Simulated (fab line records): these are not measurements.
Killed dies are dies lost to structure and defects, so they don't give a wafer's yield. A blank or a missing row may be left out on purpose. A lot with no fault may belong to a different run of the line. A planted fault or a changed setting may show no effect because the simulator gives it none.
A struck lot beside a sound one -- flow rit-cmos -- 39 steps out of a route of 202
Sound: these wafers, L829.1, L829.2, L829.4. Wafers struck: L845.1, L845.4, L845.5. The cause is given at the end.
At each step with rows: each side's tool, then ch and its chambers, then its first start. Under that, the readings that differ: sound wafers -- struck wafers -- difference of the means -- sigmas: that difference in standard deviations of wafers without a fault.
alike: same words and numbers on both sides, and readings whose means sit less than 2 such deviations apart. not compared: any withheld reading, any reading some wafer has no value for, any bound like >300 that may hide the same value, and any number with overlapping values for which the record gives no deviation.
Wherever a step has rows on one side only, a row that says differs or no value, or a row with sigmas, the two part there. Non-overlapping numbers with no deviation appear without sigmas and do not part them. A reading that every wafer of one side lacks parts them only if that side has two wafers or more.

first, 3 steps without rows for these wafers: RIT_GATE_EXPOSE_13 (exposes mask M6, target cd 150 nm); RIT_GATE_PEB_14; RIT_GATE_DEVELOP_15 (develop time 50 s).
RIT_GATE_CD_MEAS_16: the cd target is 150 nm.
  struck on cd-sem-01, day 6 01:44; sound on cd-sem-02, day 2 17:33
reading,sound,struck,difference,sigmas
cd-nm (nm),146.0 146.5 146.6,151.1 152.1 150.2,+4.8,+2
RIT_GATE_OVL_MEAS_17:
  struck on overlay-02, day 6 01:51; sound on overlay-02, day 2 17:40
reading,sound,struck,difference,sigmas
GATE_OVL (nm),1.2 2.0 1.8,-2.6 -1.4 -2.0,-3.7,-2
then, 1 step without rows for these wafers: RIT_GATE_HARDBAKE_18 (time 60 s).
RIT_GATE_ETCH_19: etches poly-Si in SF6/CHF3/O2, stops on SiO2, time 165 s, target depth 312.5 nm.
  sound on rie-si-01 ch 0,2,3, day 2 17:52; struck on rie-si-01 ch 0,1,2, day 6 02:02
  alike: SF6_flow_sccm, chamber-pressure-mTorr, drypump-motor-current-A, oes-product-au, throttle-valve-pct
  not compared: rf-hours-counter-h
RIT_GATE_STRIP_20: strips in O2, time 180 s.
  sound on plasma-asher-03 ch 0,1, day 2 17:58; struck on plasma-asher-02 ch 0,1, day 6 02:09
  alike: chamber-pressure-mTorr, drypump-motor-current-A
  not compared: rf-hours-counter-h
RIT_GATE_CD_MEAS_90: the cd target is 150 nm.
  struck on cd-sem-01, day 6 02:19; sound on cd-sem-01, day 2 18:08
reading,sound,struck,difference,sigmas
cd-nm (nm),146.0 146.6 146.3,151.2 152.0 150.0,+4.8,+2
then, 3 steps without rows for these wafers: RIT_REOX_CLEAN_00 (cleans in SC1, time 600 s); RIT_REOX_CLEAN_01 (cleans in dHF, time 30 s); RIT_REOX_CLEAN_02 (cleans in SC2, time 600 s).
RIT_REOX_OXIDATION_03: target thk 25.2 nm, ox time 5580 s.
  sound on furnace-04 ch 0, day 2 18:40; struck on furnace-04 ch 0, day 6 03:27
reading,sound,struck,difference,sigmas
spike-tc-centre-C (C),903.7 902.7 903.0,917.8 918.2 918.8,+15.1,+15
spike-tc-load-C (C),922 920 922,935 936 937,+15,+4
spike-tc-source-C (C),923.8 922.2 926.1,941.6 939.0 936.6,+15.0,+12
tube-center-temp-C (C),900 900.14 900.04,914.96 915.07 915.03,+14.96,+99 or more
tube_center_temp_C_max,902.8 903.0 902.0,917.5 917.4 917.1,+14.7,+41
model.SiO2_of_REOX_OXIDATION_03.thk-nm (nm),25.13 25.07 24.71,30.04 29.88 29.86,+4.96,
  alike: zone-power-source-pct
RIT_REOX_THK_MEAS_04:
  struck on film-metro-02, day 6 06:00; sound on film-metro-01, day 2 21:13
reading,sound,struck,difference,sigmas
REOX_OXIDE_THK (nm),25.1 25.0 24.8,30.0 29.9 29.9,+5.0,+12
then, 6 steps without rows for these wafers: RIT_NLDD_HMDS_00 (prime time 60 s); RIT_NLDD_COAT_01 (resist thk 1000 nm); RIT_NLDD_SOFTBAKE_02 (time 60 s); RIT_NLDD_EXPOSE_03 (exposes mask M7, target cd 40700 nm); RIT_NLDD_PEB_04; RIT_NLDD_DEVELOP_05 (develop time 50 s).
RIT_NLDD_OVL_MEAS_06:
  struck on overlay-01, day 6 07:02; sound on overlay-01, day 2 22:17
  alike: NLDD_OVL
then, 2 steps without rows for these wafers: RIT_NLDD_HARDBAKE_07 (time 60 s); RIT_NLDD_IMPLANT_08.
RIT_NLDD_STRIP_09: strips in O2, time 180 s.
  sound on plasma-asher-01 ch 0,1, day 2 22:38; struck on plasma-asher-04 ch 0,1, day 6 07:22
  alike: chamber-pressure-mTorr, drypump-motor-current-A
  not compared: rf-hours-counter-h
RIT_NLDD_TW_MEAS_10:
  struck on film-metro-04, day 6 07:33; sound on film-metro-04, day 2 22:48
  alike: NLDD_TW
then, 6 steps without rows for these wafers: RIT_PLDD_HMDS_00 (prime time 60 s); RIT_PLDD_COAT_01 (resist thk 1000 nm); RIT_PLDD_SOFTBAKE_02 (time 60 s); RIT_PLDD_EXPOSE_03 (exposes mask M8, target cd 40900 nm); RIT_PLDD_PEB_04; RIT_PLDD_DEVELOP_05 (develop time 50 s).
RIT_PLDD_OVL_MEAS_06:
  struck on overlay-02, day 6 08:28; sound on overlay-01, day 2 23:43
  alike: PLDD_OVL
then, 2 steps without rows for these wafers: RIT_PLDD_HARDBAKE_07 (time 60 s); RIT_PLDD_IMPLANT_08.
RIT_PLDD_STRIP_09: strips in O2, time 180 s.
  sound on plasma-asher-04 ch 0,1, day 3 00:03; struck on plasma-asher-01 ch 0, day 6 08:47
  alike: chamber-pressure-mTorr, drypump-motor-current-A
  not compared: rf-hours-counter-h
RIT_PLDD_TW_MEAS_10:
  struck on film-metro-02, day 6 08:58; sound on film-metro-04, day 3 00:13
  alike: PLDD_TW
RIT_SPACER_CLEAN_00: cleans in SC1, time 600 s.
  sound on wet-bench-04 ch 0, day 3 00:17; struck on wet-bench-02 ch 3, day 6 09:02
reading,sound,struck,difference,sigmas
model.SiO2_of_REOX_OXIDATION_03.thk-nm (nm),23.23 23.17 22.86,27.69 27.55 27.53,+4.50,
then, 1 step without rows for these wafers: RIT_SPACER_CLEAN_01 (cleans in dHF, time 30 s).
RIT_M1_PROBE_99:
  struck on prober-01, day 7 15:20; sound on prober-02, day 3 13:37
reading,sound,struck,difference,sigmas
model.etest.pmos-turned.r-on-ohm-um,3401 3447 3314,5304 5184 5154,+1827,
model.etest.pmos_0p3.r-on-ohm-um,6414 6474 6290,7039 6976 7042,+626,
model.etest.pmos_0p15.r-on-ohm-um,2725 2753 2642,3559 3582 3513,+845,
model.etest.pldd.rs-ohm-sq,480.4 484.2 463.9,998.1 996.8 987.7,+518.0,
model.etest.nmos_0p15.r-on-ohm-um,1106 1121 1094,1289 1289 1238,+165,
model.etest.nmos_0p3.r-on-ohm-um,2182 2199 2147,2288 2280 2234,+91,
model.etest.pldd.line-ohm-um,151 151.4 147.9,306.5 309.7 310.8,+158.9,
model.etest.nmos-turned.drive-ua-um,339.3 331.6 344.3,220.8 225.1 230,-113.1,
  alike: killed-at-contacts, killed-at-front-end, killed-dies, killed-open, killed-short

WHERE THEY PART
Last at RIT_REOX_THK_MEAS_04 as far as this record goes, first at RIT_GATE_CD_MEAS_16. Later steps at which nothing parts them and some readings are alike: RIT_NLDD_OVL_MEAS_06, RIT_NLDD_STRIP_09, RIT_NLDD_TW_MEAS_10, RIT_PLDD_OVL_MEAS_06, RIT_PLDD_STRIP_09, RIT_PLDD_TW_MEAS_10, RIT_M1_PROBE_99.

WHY: what had been put in by the simulator
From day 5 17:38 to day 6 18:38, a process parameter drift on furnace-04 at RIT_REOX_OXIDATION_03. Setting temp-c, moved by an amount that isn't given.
